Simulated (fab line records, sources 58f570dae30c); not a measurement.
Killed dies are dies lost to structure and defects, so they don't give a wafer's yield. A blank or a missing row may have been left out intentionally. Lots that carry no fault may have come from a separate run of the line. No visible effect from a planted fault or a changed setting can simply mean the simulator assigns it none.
fab line records	flow berkeley_cmos170
record lots=7	wafers=21	last_day=12
route steps=331 shown M2@282 V2@292
lots with no fault: from the same line, run without faults
start_h: start of the lot's first displayed wafer, in hours after the record's first day	wait_h: hours elapsed since this lot's preceding step	" identical to the entry in the row above	L1.1+2: several wafers, shown together as one row	- value missing, or start not given	* or withheld: withheld	< > ~ a bound
route shown NAME@n: a module of which the file shows steps, and the number in the route of the first	usual: mean/standard deviation of fault-free wafers	same: alike in all rows	chamber/n: place in a boat	sites: per-site readings	_std_site: standard deviation across them	_edge_site: outer sites' mean less inner sites'	radius_mm: how far each site lies from the wafer's centre	mask NAME#n: copy n	behind: the last tool/chamber to shape the wafer	hold: what put the lot on hold/how long, in hours/how the hold closed	device: the n, p or np transistor that did not switch	end of line: the same wafers' tests at the end of the route	a step given without rows: its recipe and nothing more	killed: count of dies lost to structure and defects at first sort (not the wafer's yield)	map: per-die view of a wafer (x killed, . not killed, _ where there is no die)
set.NAME: the setting that was run; set.NAME@STEP: the one run at that earlier step	model.NAME: the simulator's own value behind a step, which no gauge read
lots seen at some steps along the route; tables by step, rows by wafer
services: when a tool's chamber went out of use (start_h, in hours from the record's first day, below 0 if earlier), for how many hours, and the reason
## steps
# step UCB170_M2_SOFTBAKE_11
# recipe resist=KrF	temp_c=130	time_s=60
# step UCB170_M2_EXPOSE_12
# recipe mask_id=METAL2	target_cd_nm=700	na=0.5	sigma_outer=0.6	source_shape=conventional	dose_mj=26
# step UCB170_M2_PEB_13
# recipe peb_temp_c=130	peb_time_s=withheld	resist=KrF
# step UCB170_M2_DEVELOP_14
# recipe developer=TMAH	develop_time_s=45	resist=KrF	dev_temp_c=21
# step UCB170_M2_CD_MEAS_15
# recipe target_cd_nm=700
# usual cd_nm=699.7/1.3
lot.wafer	tool	chamber	start_h	wait_h	cd_nm
L238.2	cd_sem-02	-	155.81	-	701.4
L238.3	"	-	"	"	702.1
L238.6	"	-	"	"	701.5
L241.3	cd_sem-02	-	168.62	-	698.5
L241.4	"	-	"	"	698.1
L241.6	"	-	"	"	697.9
L247.1	cd_sem-02	-	218.42	-	700.6
L247.3	"	-	"	"	701.8
L247.6	"	-	"	"	700.5
L249.1	cd_sem-02	-	218.65	-	697.4
L249.2	"	-	"	"	698.6
L249.5	"	-	"	"	696.9
L251.1	cd_sem-01	-	222.07	-	699.8
L251.3	"	-	"	"	700.3
L251.4	"	-	"	"	701.6
L255.2	cd_sem-01	-	237.93	-	701.0
L255.3	"	-	"	"	700.1
L255.4	"	-	"	"	700.5
L261.1	cd_sem-01	-	269.55	-	699.1
L261.4	"	-	"	"	699.8
L261.5	"	-	"	"	698.7
# step UCB170_M2_OVL_MEAS_16
# usual M2_OVL=-6/4.5
lot.wafer	tool	chamber	start_h	wait_h	M2_OVL[nm]
L238.2	overlay-02	-	155.92	0.1	-3
L238.3	"	-	"	"	3
L238.6	"	-	"	"	-2
L241.3	overlay-01	-	168.71	0.1	-4
L241.4	"	-	"	"	-10
L241.6	"	-	"	"	-13
L247.1	overlay-01	-	218.54	0.1	-6
L247.3	"	-	"	"	-9
L247.6	"	-	"	"	-10
L249.1	overlay-01	-	218.77	0.1	2
L249.2	"	-	"	"	-2
L249.5	"	-	"	"	-5
L251.1	overlay-02	-	222.19	0.1	-12
L251.3	"	-	"	"	-4
L251.4	"	-	"	"	-14
L255.2	overlay-02	-	238.03	0.1	-7
L255.3	"	-	"	"	-10
L255.4	"	-	"	"	-1
L261.1	overlay-02	-	269.67	0.1	-6
L261.4	"	-	"	"	-5
L261.5	"	-	"	"	-1
# step UCB170_M2_ETCH_17
# recipe chemistry=N2/H2	target_depth_a=withheld	overetch_a=withheld	target=BARC	time_s=withheld	source_w=500	bias_w=100	pressure_mtorr=30	n2_flow_sccm=100	h2_flow_sccm=200
# usual drypump_motor_current_A=5.7/0.46	oes_product_au=0.997/0.019	throttle_valve_pct=13.33/0.15
lot.wafer	tool	chamber	start_h	wait_h	drypump_motor_current_A	oes_product_au	throttle_valve_pct
L238.2	rie_diel-01	2	155.95	0.0	5.0	0.985	13.22
L238.3	"	1	"	"	6.4	1.022	13.02
L238.6	"	2	"	"	5.0	0.981	13.23
L241.3	rie_diel-04	1	168.73	0.0	5.7	0.977	13.36
L241.4	"	3	"	"	5.8	1.000	13.31
L241.6	"	3	"	"	5.8	0.991	13.32
L247.1	rie_diel-04	2	218.58	0.0	6.1	0.983	13.35
L247.3	"	0	"	"	6.0	1.005	13.40
L247.6	"	3	"	"	5.8	1.009	13.37
L249.1	rie_diel-04	0	218.81	0.0	6.0	0.990	13.41
L249.2	"	2	"	"	6.1	0.977	13.35
L249.5	"	3	"	"	5.8	1.017	13.39
L251.1	rie_diel-04	1	222.23	0.0	5.7	0.991	13.36
L251.3	"	0	"	"	6.1	1.010	13.42
L251.4	"	2	"	"	6.1	0.978	13.36
L255.2	rie_diel-04	0	238.06	0.0	6.0	1.002	13.42
L255.3	"	2	"	"	6.1	0.980	13.33
L255.4	"	1	"	"	5.7	0.977	13.36
L261.1	rie_diel-01	1	269.71	0.0	6.5	1.039	13.04
L261.4	"	1	"	"	6.4	1.023	13.03
L261.5	"	2	"	"	5.1	0.990	13.24
# step UCB170_M2_METAL_ETCH_18
# recipe chemistry=Cl2/BCl3	target=Al	stop_on=SiO2	pressure_mtorr=12	target_depth_a=11700	over_etch_frac=0.3	time_s=195	icp_w=600	bias_w=120	Cl2_flow_sccm=90	bcl3_flow_sccm=45
# usual drypump_motor_current_A=5.9/0.43	oes_product_au=0.856/0.015	throttle_valve_pct=24.35/0.15
lot.wafer	tool	chamber	start_h	wait_h	drypump_motor_current_A	oes_product_au	rf_hours_counter_h	throttle_valve_pct
L238.2	rie_metal-04	0	155.99	-	6.1	0.883	12	24.36
L238.3	"	1	"	"	6.0	0.866	-	24.40
L238.6	"	0	"	"	6.1	0.886	-	24.34
L241.3	rie_metal-04	1	168.84	-	6.0	0.861	-	24.41
L241.4	"	0	"	"	6.1	0.890	-	24.34
L241.6	"	1	"	"	6.0	0.857	-	24.41
L247.1	rie_metal-04	0	218.62	-	6.1	0.869	14	24.35
L247.3	"	0	"	"	6.1	0.882	-	24.36
L247.6	"	1	"	"	6.0	0.856	-	24.43
L249.1	rie_metal-01	0	218.85	-	5.8	0.829	1	24.69
L249.2	"	1	"	"	6.3	0.860	11	24.33
L249.5	"	1	"	"	6.4	0.865	-	24.32
L251.1	rie_metal-04	0	222.27	-	6.1	0.874	14	24.34
L251.3	"	1	"	"	6.0	0.858	-	24.42
L251.4	"	0	"	"	6.1	0.876	-	24.35
L255.2	rie_metal-02	1	238.11	-	6.3	0.855	5	24.21
L255.3	"	0	"	"	5.1	0.852	-	24.18
L255.4	"	1	"	"	6.3	0.853	-	24.21
L261.1	rie_metal-01	1	269.75	-	6.4	0.860	13	24.34
L261.4	"	1	"	"	6.3	0.863	-	24.32
L261.5	"	0	"	"	5.9	0.837	-	24.70
# step UCB170_M2_STRIP_19
# recipe chemistry=O2	power_w=400	pressure_mtorr=3500	platen_temp_c=withheld	o2_flow_sccm=400	overash_fraction=0.5
# usual drypump_motor_current_A=5.5/0.31	oes_product_au=0.546/0.016
lot.wafer	tool	chamber	start_h	wait_h	drypump_motor_current_A	oes_product_au	rf_hours_counter_h
L238.2	plasma_asher-03	0	156.18	0.1	5.2	0.573	44
L238.3	"	0	"	"	5.2	0.529	-
L238.6	"	0	"	"	5.2	0.583	-
L241.3	plasma_asher-02	0	169.00	0.1	6.2	0.528	-
L241.4	"	1	"	"	5.6	0.569	-
L241.6	"	1	"	"	5.6	0.525	-
L247.1	plasma_asher-03	0	218.81	0.1	5.2	0.563	51
L247.3	"	0	"	"	5.2	0.565	-
L247.6	"	0	"	"	5.2	0.527	-
L249.1	plasma_asher-02	1	219.04	0.1	5.6	0.530	44
L249.2	"	0	"	"	6.2	0.524	44
L249.5	"	1	"	"	5.6	0.531	-
L251.1	plasma_asher-01	1	222.46	0.1	5.3	0.551	55
L251.3	"	1	"	"	5.2	0.525	-
L251.4	"	0	"	"	5.7	0.557	-
L255.2	plasma_asher-01	1	238.29	0.1	5.3	0.554	56
L255.3	"	1	"	"	5.3	0.571	-
L255.4	"	0	"	"	5.7	0.560	-
L261.1	plasma_asher-03	1	269.94	0.1	5.5	0.537	56
L261.4	"	0	"	"	5.2	0.542	-
L261.5	"	0	"	"	5.2	0.542	-
# step UCB170_M2_CD_MEAS_90
# recipe target_cd_nm=700
# usual cd_nm=700/3.6
lot.wafer	tool	chamber	start_h	wait_h	cd_nm
L238.2	cd_sem-01	-	156.30	0.1	707
L238.3	"	-	"	"	702
L238.6	"	-	"	"	708
L241.3	cd_sem-02	-	169.10	0.1	701
L241.4	"	-	"	"	705
L241.6	"	-	"	"	702
L247.1	cd_sem-01	-	218.91	0.1	704
L247.3	"	-	"	"	704
L247.6	"	-	"	"	701
L249.1	cd_sem-01	-	219.15	0.1	697
L249.2	"	-	"	"	700
L249.5	"	-	"	"	697
L251.1	cd_sem-01	-	222.56	0.1	702
L251.3	"	-	"	"	699
L251.4	"	-	"	"	703
L255.2	cd_sem-01	-	238.41	0.1	697
L255.3	"	-	"	"	700
L255.4	"	-	"	"	699
L261.1	cd_sem-02	-	270.04	0.1	696
L261.4	"	-	"	"	700
L261.5	"	-	"	"	693
# step UCB170_V2_CVD_00
# recipe material=SiO2	target_thk_nm=2000	temp_c=390	precursor=TEOS/O2	time_s=250	rf_w=550	pressure_mtorr=9000
# usual heater_power_w=260/53
lot.wafer	tool	chamber	start_h	wait_h	heater_power_w
L238.2	pecvd-02	0	156.40	0.1	218
L238.3	"	1	"	"	211
L238.6	"	2	"	"	216
L241.3	pecvd-02	2	169.18	0.1	310
L241.4	"	2	"	"	213
L241.6	"	0	"	"	205
L247.1	pecvd-02	2	219.03	0.1	295
L247.3	"	1	"	"	188
L247.6	"	2	"	"	217
L249.1	pecvd-03	1	219.27	0.1	206
L249.2	"	0	"	"	222
L249.5	"	0	"	"	299
L251.1	pecvd-02	1	222.68	0.1	243
L251.3	"	2	"	"	307
L251.4	"	0	"	"	211
L255.2	pecvd-02	0	238.51	0.1	215
L255.3	"	1	"	"	250
L255.4	"	2	"	"	218
L261.1	pecvd-02	1	270.16	0.1	245
L261.4	"	0	"	"	176
L261.5	"	2	"	"	221
# step UCB170_V2_THK_MEAS_01
# recipe reads=SiO2_of_V2_CVD_00
# usual V2_TEOS_THK=2003/27
lot.wafer	tool	chamber	start_h	wait_h	V2_TEOS_THK[nm]
L238.2	film_metro-02	-	156.56	0.1	1999
L238.3	"	-	"	"	2019
L238.6	"	-	"	"	2039
L241.3	film_metro-04	-	169.36	0.1	1999
L241.4	"	-	"	"	2024
L241.6	"	-	"	"	2019
L247.1	film_metro-04	-	219.18	0.1	1999
L247.3	"	-	"	"	1983
L247.6	"	-	"	"	2023
L249.1	film_metro-03	-	219.42	0.1	1972
L249.2	"	-	"	"	1965
L249.5	"	-	"	"	1975
L251.1	film_metro-04	-	222.83	0.1	1996
L251.3	"	-	"	"	2001
L251.4	"	-	"	"	2029
L255.2	film_metro-03	-	238.68	0.1	1987
L255.3	"	-	"	"	1957
L255.4	"	-	"	"	1984
L261.1	film_metro-03	-	270.31	0.1	1986
L261.4	"	-	"	"	1990
L261.5	"	-	"	"	2023
# step UCB170_V2_CMP_02
# recipe material=SiO2	down_force_psi=6	platen_rpm=60	pad_velocity_m_s=0.75398
# usual motor_current_A=16.7/1.1
lot.wafer	tool	chamber	start_h	wait_h	motor_current_A	model.SiO2_of_V2_CVD_00.thk_nm
L238.2	cmp-02	0	156.66	0.1	15.9	998.5
L238.3	"	2	"	"	17.5	999.3
L238.6	"	0	"	"	15.7	999.7
L241.4	cmp-01	2	169.50	0.1	16.4	1001
L241.3	"	3	"	"	18.9	1001
L241.6	"	1	"	"	17.8	999.6
L247.3	cmp-02	0	219.29	0.1	15.5	1343
L247.1	"	2	"	"	17.6	1348
L247.6	"	0	"	"	16.3	1355
L249.1	cmp-02	0	219.54	0.1	15.9	1338
L249.2	"	3	"	"	15.9	1338
L249.5	"	1	"	"	14.7	1340
L251.3	cmp-02	3	222.99	0.1	16.2	1351
L251.4	"	0	"	"	15.8	1361
L251.1	"	1	"	"	14.1	1348
L255.2	cmp-01	0	238.73	0.0	17.4	999.6
L255.4	"	2	"	"	16.3	1001
L255.3	"	3	"	"	17.4	1001
L261.1	cmp-01	0	270.47	0.1	18.0	1000
L261.4	"	1	"	"	15.9	1000
L261.5	"	3	"	"	17.5	1002
# step UCB170_V2_BOW_MEAS_03
# recipe mode=bow
# usual V2_BOW=37/7.5
lot.wafer	tool	chamber	start_h	wait_h	V2_BOW[um]
L238.2	film_metro-02	-	156.93	0.2	20
L238.3	"	-	"	"	39
L238.6	"	-	"	"	24
L241.3	film_metro-03	-	169.74	0.1	35
L241.4	"	-	"	"	28
L241.6	"	-	"	"	23
L247.1	film_metro-04	-	219.54	0.1	28
L247.3	"	-	"	"	43
L247.6	"	-	"	"	31
L249.1	film_metro-04	-	219.84	0.2	37
L249.2	"	-	"	"	32
L249.5	"	-	"	"	33
L251.1	film_metro-04	-	223.24	0.1	41
L251.3	"	-	"	"	48
L251.4	"	-	"	"	41
L255.2	film_metro-02	-	239.05	0.3	28
L255.3	"	-	"	"	39
L255.4	"	-	"	"	43
L261.1	film_metro-03	-	270.67	0.1	46
L261.4	"	-	"	"	32
L261.5	"	-	"	"	35
# step UCB170_V2_THK_MEAS_04
# recipe reads=SiO2_of_V2_CVD_00
# usual V2_POLISHED_THK=999.9/1.2
lot.wafer	tool	chamber	start_h	wait_h	V2_POLISHED_THK[nm]
L238.2	film_metro-02	-	157.04	0.1	998.3
L238.3	"	-	"	"	999.8
L238.6	"	-	"	"	999.2
L241.3	film_metro-03	-	169.84	0.1	1001.0
L241.4	"	-	"	"	1001.2
L241.6	"	-	"	"	998.1
L247.1	film_metro-04	-	219.66	0.1	1349.1
L247.3	"	-	"	"	1342.9
L247.6	"	-	"	"	1355.2
L249.1	film_metro-04	-	219.96	0.1	1338.0
L249.2	"	-	"	"	1337.1
L249.5	"	-	"	"	1339.2
L251.1	film_metro-04	-	223.36	0.1	1348.9
L251.3	"	-	"	"	1350.9
L251.4	"	-	"	"	1360.9
L255.2	film_metro-02	-	239.16	0.1	999.3
L255.3	"	-	"	"	1002.4
L255.4	"	-	"	"	1000.8
L261.1	film_metro-03	-	270.79	0.1	1000.2
L261.4	"	-	"	"	999.9
L261.5	"	-	"	"	1001.8
# step UCB170_V2_CLEAN_05
# recipe chemistry=DIW
# step UCB170_V2_HMDS_06
# recipe prime_time_s=60	prime_temp_c=100
# step UCB170_V2_COAT_07
# recipe resist=KrF	spin_rpm=1500	resist_thk_nm=900
# step UCB170_V2_SOFTBAKE_08
# recipe resist=KrF	temp_c=130	time_s=60
# step UCB170_V2_EXPOSE_09
# recipe mask_id=VIA2	target_cd_nm=700	na=0.5	sigma_outer=0.6	source_shape=conventional	dose_mj=37
# step UCB170_V2_PEB_10
# recipe peb_temp_c=130	peb_time_s=withheld	resist=KrF
# step UCB170_V2_DEVELOP_11
# recipe developer=TMAH	develop_time_s=45	resist=KrF	dev_temp_c=21
# step UCB170_V2_CD_MEAS_12
# recipe target_cd_nm=700
# usual cd_nm=700.3/1.5
lot.wafer	tool	chamber	start_h	wait_h	cd_nm
L238.2	cd_sem-01	-	159.77	-	700.3
L238.3	"	-	"	"	699.2
L238.6	"	-	"	"	700.0
L241.3	cd_sem-01	-	170.94	-	699.6
L241.4	"	-	"	"	699.8
L241.6	"	-	"	"	699.1
L247.1	cd_sem-01	-	220.86	-	702.1
L247.3	"	-	"	"	700.9
L247.6	"	-	"	"	700.0
L249.1	cd_sem-02	-	221.35	-	701.1
L249.2	"	-	"	"	699.9
L249.5	"	-	"	"	702.1
L251.1	cd_sem-02	-	225.12	-	700.3
L251.3	"	-	"	"	701.2
L251.4	"	-	"	"	700.6
L255.2	cd_sem-01	-	241.45	-	697.5
L255.3	"	-	"	"	695.5
L255.4	"	-	"	"	697.4
L261.1	cd_sem-02	-	272.54	-	698.3
L261.4	"	-	"	"	699.4
L261.5	"	-	"	"	698.7
# step UCB170_V2_OVL_MEAS_13
# usual V2_OVL=1/5.4
lot.wafer	tool	chamber	start_h	wait_h	V2_OVL[nm]
L238.2	overlay-02	-	159.88	0.1	11
L238.3	"	-	"	"	-2
L238.6	"	-	"	"	4
L241.3	overlay-02	-	171.03	0.1	-5
L241.4	"	-	"	"	-8
L241.6	"	-	"	"	-8
L247.1	overlay-02	-	220.98	0.1	4
L247.3	"	-	"	"	0
L247.6	"	-	"	"	1
L249.1	overlay-02	-	221.47	0.1	8
L249.2	"	-	"	"	3
L249.5	"	-	"	"	5
L251.1	overlay-01	-	225.24	0.1	1
L251.3	"	-	"	"	2
L251.4	"	-	"	"	3
L255.2	overlay-01	-	241.56	0.1	-6
L255.3	"	-	"	"	-1
L255.4	"	-	"	"	0
L261.1	overlay-01	-	272.66	0.1	6
L261.4	"	-	"	"	5
L261.5	"	-	"	"	4
# step UCB170_V2_ETCH_14
# recipe chemistry=CHF3/CF4/Ar	target=SiO2	stop_on=Al	CHF3_flow_sccm=45	cf4_flow_sccm=15	Ar_flow_sccm=150	pressure_mtorr=200	rf_w=700	target_depth_a=12500	over_etch_frac=0.25	time_s=291
# usual drypump_motor_current_A=5.6/0.39	oes_product_au=0.872/0.013	throttle_valve_pct=6.97/0.097
lot.wafer	tool	chamber	start_h	wait_h	drypump_motor_current_A	oes_product_au	rf_hours_counter_h	throttle_valve_pct	model.etch.depth_nm	model.V2.feature_depth_nm
L238.2	rie_diel-02	3	159.91	0.0	5.1	0.872	138	6.85	998.5	998.5
L238.3	"	1	"	"	5.4	0.886	5	6.99	999.3	999.3
L238.6	"	3	"	"	5.1	0.862	-	6.85	999.7	999.7
L241.3	rie_diel-04	1	171.05	0.0	5.7	0.854	129	7.04	1001	1001
L241.4	"	3	"	"	5.8	0.874	147	7.02	1001	1001
L241.6	"	0	"	"	6.0	0.878	-	7.06	999.6	999.6
L247.1	rie_diel-04	1	221.02	0.0	5.7	0.982	131	7.05	1255	1255
L247.3	"	3	"	"	5.7	1.021	1	7.03	1248	1248
L247.6	"	2	"	"	6.1	0.980	-	6.96	1220	1220
L249.1	rie_diel-04	1	221.50	0.0	5.7	0.980	131	7.07	1261	1261
L249.2	"	0	"	"	6.0	1.001	12	7.08	1225	1225
L249.5	"	2	"	"	6.1	0.973	-	6.94	1219	1219
L251.1	rie_diel-02	1	225.28	0.0	5.4	1.000	8	6.99	1216	1216
L251.3	"	0	"	"	6.0	0.981	7	6.93	1217	1217
L251.4	"	2	"	"	5.1	0.996	80	6.95	1252	1252
L255.2	rie_diel-03	3	241.59	0.0	4.8	0.844	22	7.20	999.6	999.6
L255.3	"	2	"	"	5.6	0.863	132	7.07	1001	1002
L255.4	"	0	"	"	5.5	0.871	53	6.78	1001	1001
L261.1	rie_diel-03	1	272.70	0.0	5.7	0.889	12	6.92	1000	1000
L261.4	"	2	"	"	5.6	0.880	133	7.09	1000	1001
L261.5	"	2	"	"	5.6	0.862	-	7.08	1002	1003
# step UCB170_V2_STRIP_15
# recipe chemistry=O2	power_w=400	pressure_mtorr=3500	platen_temp_c=withheld	o2_flow_sccm=400	overash_fraction=0.5
# usual drypump_motor_current_A=5.8/0.31	oes_product_au=0.722/0.0044	strip_time_to_endpoint_s=15.34/0.11
lot.wafer	tool	chamber	start_h	wait_h	drypump_motor_current_A	oes_product_au	rf_hours_counter_h	strip_time_to_endpoint_s
L238.2	plasma_asher-04	0	160.09	0.1	5.7	0.720	4	15.41
L238.3	"	1	"	"	6.1	0.729	-	15.60
L238.6	"	1	"	"	6.1	0.727	-	15.37
L241.3	plasma_asher-04	0	171.26	0.1	5.7	0.720	-	15.33
L241.4	"	1	"	"	6.1	0.734	-	15.31
L241.6	"	0	"	"	5.8	0.720	-	15.27
L247.1	plasma_asher-04	0	221.20	0.1	5.7	0.729	11	15.20
L247.3	"	1	"	"	6.1	0.724	-	15.26
L247.6	"	0	"	"	5.7	0.729	-	15.40
L249.1	plasma_asher-01	0	221.68	0.1	5.7	0.720	54	15.25
L249.2	"	1	"	"	5.3	0.726	54	15.37
L249.5	"	0	"	"	5.7	0.717	-	15.45
L251.1	plasma_asher-04	0	225.46	0.1	5.7	0.720	11	15.53
L251.3	"	1	"	"	6.1	0.729	-	15.57
L251.4	"	0	"	"	5.7	0.722	-	15.37
L255.2	plasma_asher-01	1	241.77	0.1	5.2	0.726	57	15.46
L255.3	"	0	"	"	5.8	0.730	-	15.34
L255.4	"	1	"	"	5.2	0.721	-	15.38
L261.1	plasma_asher-01	1	272.88	0.1	5.2	0.713	60	15.23
L261.4	"	1	"	"	5.2	0.713	-	15.11
L261.5	"	0	"	"	5.8	0.729	-	15.16
## services
tool	chamber	start_h	hours	kind
pecvd-02	1	136.96	12.5	repair
rie_diel-02	-	145.61	0.7	repair
rie_diel-04	1	150.85	3.4	repair
rie_metal-02	-	156.96	15.6	pm
cmp-01	-	166.30	0.6	repair
rie_diel-04	1	174.40	9.4	repair
rie_metal-04	1	185.38	3.3	repair
rie_diel-01	2	198.22	1.6	repair
cmp-01	-	200.80	0.3	repair
cmp-02	-	206.55	6.9	repair
pecvd-02	-	210.30	0.7	repair
rie_diel-03	-	213.15	28.1	pm
rie_diel-01	0	216.04	16.1	repair
plasma_asher-04	-	222.89	1.3	repair
cmp-02	-	225.29	3.2	repair
cmp-01	-	230.65	0.2	repair
cmp-01	-	232.00	4.0	pm
cmp-02	-	232.51	1.1	repair
rie_diel-01	0	236.69	14.6	repair
rie_diel-04	2	239.53	2.3	repair
cmp-01	-	241.48	8.5	pm
pecvd-02	-	242.50	14.0	pm
rie_diel-01	0	261.24	4.7	repair
rie_metal-02	-	262.14	0.8	repair
## key
first_sign step=UCB170_V2_THK_MEAS_04	reading=V2_POLISHED_THK	direction=up	sigmas=99+	usual=999.9	struck=1346.9
effect step=UCB170_V2_ETCH_14	reading=oes_product_au	direction=up	sigmas=9.2	usual=0.872	struck=0.990
model_effect step=UCB170_V2_CMP_02	value=SiO2_of_V2_CVD_00.thk_nm	without=999.1	struck=1347
model_effect step=UCB170_V2_ETCH_14	value=etch.depth_nm	without=999.1	struck=1235
met_at UCB170_V2_CMP_02
struck_wafers L247.1,L247.3,L247.6,L249.1,L249.2,L249.5,L251.1,L251.3,L251.4
later_rows_left_out L247.1,L247.3,L247.6,L249.1,L249.2,L249.5,L251.1,L251.3,L251.4
sort_left_out L247.1,L247.3,L247.6,L249.1,L249.2,L249.5,L251.1,L251.3,L251.4
onset_between 156.66 219.29
fault kind=process_parameter_drift	tool=cmp-02	chamber=-	onset_h=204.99	steps=UCB170_V2_CMP_02	channel=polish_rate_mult	offset=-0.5	shape=step	end_h=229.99
# sort_left_out: the simulated sort isn't trusted on such a fault, so these wafers' sort isn't shown, and their yield isn't known
# later_rows_left_out: the simulator's readings of these wafers behind a module that went badly wrong aren't trusted and aren't shown, but for the sort
